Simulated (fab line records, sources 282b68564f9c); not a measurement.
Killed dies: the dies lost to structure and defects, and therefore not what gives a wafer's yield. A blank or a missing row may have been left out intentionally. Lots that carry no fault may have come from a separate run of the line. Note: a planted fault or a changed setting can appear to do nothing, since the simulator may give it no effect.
Chamber matching -- flow rit-cmos -- 3 sister chambers for RIT_ACTIVE_ETCH_13 on rie-diel-04
The step etches Si3N4 in SF6, stops on SiO2, time 210 s, target depth 210 nm. 3 wafers are shown with their chamber, then 6 later ones without.

## WAFERS PAIRED WITH THEIR CHAMBERS
wafer,chamber,drypump-motor-current-A (A)
L208.5,3,5.5
L217.2,1,5.7
L217.3,2,6.4

## WAFERS WITH NO CHAMBER GIVEN
wafer,drypump-motor-current-A (A)
L217.4,5.5
L219.1,5.7
L219.2,5.6
L219.4,5.6
L220.3,5.5
L220.5,5.5

## WHICH CHAMBER EACH ONE RAN IN
wafer,from the rows above,in truth
L217.4,3,3
L219.1,1,1
L219.2,can't be placed: 3 or 1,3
L219.4,can't be placed: 3 or 1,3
L220.3,3,3
L220.5,3,3
Correctly placed: 4 of 6. Unplaceable from these rows: 2, with the true chamber sitting among the candidates in 2. Placed wrongly: 0.
How it was worked out, from the rows above alone: a wafer's distance from a chamber is the root of the sum, over the readings, of the square of ((its reading less the chamber's mean) divided by the reading's scatter). If the next closest chamber is less than 2 further off than the closest, the wafer can't be placed; otherwise it belongs to the closest. Each chamber's mean is taken over the wafers shown for it. The scatter (one wafer shown for each chamber): square how far every hidden wafer sits from the nearest shown wafer, average those squares and take the square root.
